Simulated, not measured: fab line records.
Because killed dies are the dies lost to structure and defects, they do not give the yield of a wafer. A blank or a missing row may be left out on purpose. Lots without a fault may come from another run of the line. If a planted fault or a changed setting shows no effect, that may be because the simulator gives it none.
The tool behind it: which one? -- flow berkeleyCmos170 -- 42 wafers from 14 lots sampled at 4 of the route's 331 steps

## WHAT THE GAUGES READ, wafer by wafer
UCB170_START_THK_MEAS_03. Usual: for START_OXIDE_THK the level is 20.17 nm and the standard deviation is 0.29.
lot,measured,on,START_OXIDE_THK (nm),flag
L379,day 1 13:49,filmMetro-01,20.38 20.34 20.14,
L380,day 1 20:56,filmMetro-01,20.54 20.44 20.60,
L381,day 2 01:16,filmMetro-01,20.14 19.76 20.17,
L382,day 2 07:00,filmMetro-01,20.31 20.21 20.23,
L383,day 2 11:31,filmMetro-03,19.73 20.43 20.32,
L389,day 3 19:24,filmMetro-02,20.18 19.88 20.14,
L390,day 3 19:24,filmMetro-03,20.27 20.08 20.51,
L392,day 4 09:19,filmMetro-03,20.35 20.19 20.11,
L394,day 4 20:07,filmMetro-01,20.11 19.89 20.11,
L395,day 5 05:44,filmMetro-01,19.77 20.08 19.71,
L396,day 5 05:44,filmMetro-02,19.99 20.48 20.57,
L398,day 5 17:01,filmMetro-03,19.93 20.43 20.06,
L400,day 6 02:14,filmMetro-01,20.09 20.59 20.16,
L401,day 6 03:45,filmMetro-01,19.82 19.93 20.03,

UCB170_SPACER_THK_MEAS_01. Usual: for SPACER_TEOS_THK the level is 377 nm and the standard deviation is 5.5.
lot,measured,on,SPACER_TEOS_THK (nm),flag
L379,day 7 17:16,filmMetro-02,376 369 374,
L380,day 7 17:16,filmMetro-04,381 384 384,
L381,day 8 00:20,filmMetro-04,379 384 383,
L382,day 7 23:22,filmMetro-03,372 382 372,
L383,day 7 23:43,filmMetro-04,383 392 385,
L389,day 10 01:40,filmMetro-02,358 367 359 358 367 359,
L390,day 10 03:42,filmMetro-02,358 361 364 358 362 364,
L392,day 10 01:49,filmMetro-03,380 370 384,
L394,day 10 16:31,filmMetro-02,367 375 380,
L395,day 11 05:44,filmMetro-04,367 368 370,
L396,day 11 05:28,filmMetro-03,383 381 388,
L398,day 10 15:25,filmMetro-03,375 369 378,
L400,day 11 13:14,filmMetro-04,373 381 380,
L401,day 11 13:26,filmMetro-03,377 386 391,

UCB170_SILICIDE_RS_MEAS_02: the measuring method here is four-point-probe. Usual: for SILICIDE_TI_RS the level is 26.1 ohm/sq and the standard deviation is 0.36.
lot,measured,on,SILICIDE_TI_RS (ohm/sq),flag
L379,day 8 10:08,filmMetro-04,26.0 26.2 25.8,
L380,day 8 09:29,filmMetro-04,25.9 25.8 25.9,
L381,day 8 13:31,filmMetro-04,25.6 26.0 26.0,
L382,day 8 13:05,filmMetro-04,26.4 26.2 26.4,
L383,day 8 12:37,filmMetro-01,26.1 26.2 25.7,
L389,day 11 07:25,filmMetro-04,26.0 26.6 26.3,
L390,day 10 18:31,filmMetro-02,26.5 26.0 26.2,
L392,day 10 14:37,filmMetro-04,25.9 25.5 25.5,
L394,day 11 07:42,filmMetro-01,26.2 26.4 25.8,
L395,day 11 18:26,filmMetro-02,26.0 26.3 25.8,
L396,day 11 18:11,filmMetro-04,26.5 26.5 26.7,
L398,day 11 07:18,filmMetro-04,26.2 26.1 25.7,
L400,day 11 23:37,filmMetro-04,26.5 26.9 26.7,
L401,day 12 00:11,filmMetro-01,26.6 26.7 26.6,

## WHICH TOOL RAN EACH LOT (tool, then ch and the chambers of the sampled wafers, then the start)
lot,UCB170_SPACER_CVD_00
L379,"pecvd-01 ch 0,1, day 7 17:13"
L380,"pecvd-03 ch 0,1,2, day 7 17:13"
L381,"pecvd-01 ch 1,2, day 8 00:16"
L382,"pecvd-01 ch 0,1,2, day 7 23:19"
L383,"pecvd-03 ch 0,2, day 7 23:40"
L389,"pecvd-01 ch 0,1,2, day 10 01:36"
L390,"pecvd-01 ch 1,2, day 10 03:38"
L392,"pecvd-03 ch 0,1,2, day 10 01:47"
L394,"pecvd-02 ch 0,1,2, day 10 16:28"
L395,"pecvd-02 ch 0,1,2, day 11 05:42"
L396,"pecvd-03 ch 1,2, day 11 05:25"
L398,"pecvd-02 ch 0,1, day 10 15:22"
L400,"pecvd-02 ch 1,2, day 11 13:12"
L401,"pecvd-03 ch 1,2, day 11 13:23"
- UCB170_SPACER_CVD_00: deposits SiO2 from TEOS/O2, target thk 376 nm, time 47 s.

## WHAT THE TOOLS THEMSELVES READ (means of the sampled wafers that have a number; where no wafer has one, the mark that the record gives instead)
UCB170_SPACER_CVD_00. Usual: heaterPowerW 274 W, standard deviation 51; runLengthS 75.0 s, standard deviation 0.44.
lot,tool,heaterPowerW (W),runLengthS (s),flag
L379,pecvd-01,249,74.6,
L380,pecvd-03,275,75.2,
L381,pecvd-01,230,74.7,
L382,pecvd-01,261,75.1,
L383,pecvd-03,261,75.4,
L389,pecvd-01,231,73.0,OFF
L390,pecvd-01,240,72.9,OFF
L392,pecvd-03,275,75.4,
L394,pecvd-02,310,75.1,
L395,pecvd-02,314,75.0,
L396,pecvd-03,248,75.1,
L398,pecvd-02,368,74.7,
L400,pecvd-02,292,74.6,
L401,pecvd-03,295,74.8,

## THE ANSWER, worked out from the rows above alone
Rule: take the mean of a lot's wafers that have a number; if it is more than 3 standard deviations from the usual mean, the lot is off. A lot without any number at a reading at which 4 lots or more have one is off too. Any other lot the step has rows for is counted as sound. After the gauges, taken in route order, come the tools' own readings; for these a lot's mean is taken, as printed above. At the first step where some lot is off, the reading lying furthest off is the one used; lots without a number count as furthest.
Off: L389, L390 (UCB170_SPACER_CVD_00, runLengthS).
A tool fits if, at that step or a process step before it, it ran every lot that is off, and no sound lot after the first of them. One fits: UCB170_SPACER_CVD_00 on pecvd-01. Its last sound lot is L381 (day 8 00:16), its first lot that is off L389 (day 10 01:36): a fault that began between those two fits.
On the lots that are off, the tool's own readings at UCB170_SPACER_CVD_00 differ by more than 5 times the standard deviation of the sound lots' means, which bears it out; runLengthS reads 73.0 s there versus 75.0 s on the sound lots.

## WHAT THE SIMULATOR HAD PUT IN
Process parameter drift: pecvd-01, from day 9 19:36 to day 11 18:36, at UCB170_SPACER_CVD_00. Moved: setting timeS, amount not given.
Struck lots among those shown: L389, L390. This agrees with what the rule above found.
